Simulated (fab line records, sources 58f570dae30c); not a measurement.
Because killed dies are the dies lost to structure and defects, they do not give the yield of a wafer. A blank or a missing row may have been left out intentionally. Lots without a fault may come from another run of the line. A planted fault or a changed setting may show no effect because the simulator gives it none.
Which tool did it? | flow berkeley cmos170 | 14 lots, 42 wafers sampled, at 1 step of a route of 331

WHAT THE GAUGES READ, wafer by wafer
UCB170_PVT_OVL_MEAS_06.
lot  | measured     | on         | PVT_OVL (nm)
L216 | day 6 16:22  | overlay-01 | 0 5 8
L218 | day 7 05:41  | overlay-01 | -1 -1 5
L219 | day 7 06:14  | overlay-01 | 9 2 0
L217 | day 7 06:47  | overlay-01 | 5 9 3
L220 | day 7 17:19  | overlay-02 | 7 15 9
L222 | day 7 22:05  | overlay-01 | 5 10 1
L223 | day 7 22:38  | overlay-02 | -1 0 3
L229 | day 8 16:42  | overlay-02 | 0 -2 8
L228 | day 8 16:48  | overlay-02 | -2 3 3
L230 | day 9 06:59  | overlay-02 | 7 3 8
L232 | day 9 07:11  | overlay-02 | 11 13 -1
L234 | day 10 05:17 | overlay-02 | 0 -4 -3
L237 | day 10 15:16 | overlay-01 | 8 -1 12
L238 | day 11 08:10 | overlay-02 | 5 9 3

WHICH TOOL RAN EACH LOT (tool, then ch and the chambers of the sampled wafers, then the start)
The record shows no process step preceding these readings.

WHAT THE TOOLS THEMSELVES READ (means of the sampled wafers that have a number; where no wafer has one, the mark that the record gives instead)
The record holds no such reading with a usual standard deviation.

THE ANSWER, worked out from the rows above alone
Rule: usual is defined by the lots themselves. Put in order of their means at a reading, lots are off if they are a third of the lots or fewer, leave a main group of 4 or more, and stand apart from it by a gap of 3 or more times the standard deviation of the main group's means; of several such gaps the widest counts. A main group is skipped when, at the precision printed for the reading in the tables above, its means are all equal. A lot without any number at a reading at which 4 lots or more have one is off too. Where the step has rows for the other lots, those lots are counted as sound. First the gauges in route order, then the tools' own readings, where a lot's mean is used as printed above. At the first step where some lot is off, the reading lying furthest off is the one used; lots without a number count as furthest.
No lot is off at any reading shown: from this, nothing can be told.

WHAT HAD BEEN PUT IN BY THE SIMULATOR
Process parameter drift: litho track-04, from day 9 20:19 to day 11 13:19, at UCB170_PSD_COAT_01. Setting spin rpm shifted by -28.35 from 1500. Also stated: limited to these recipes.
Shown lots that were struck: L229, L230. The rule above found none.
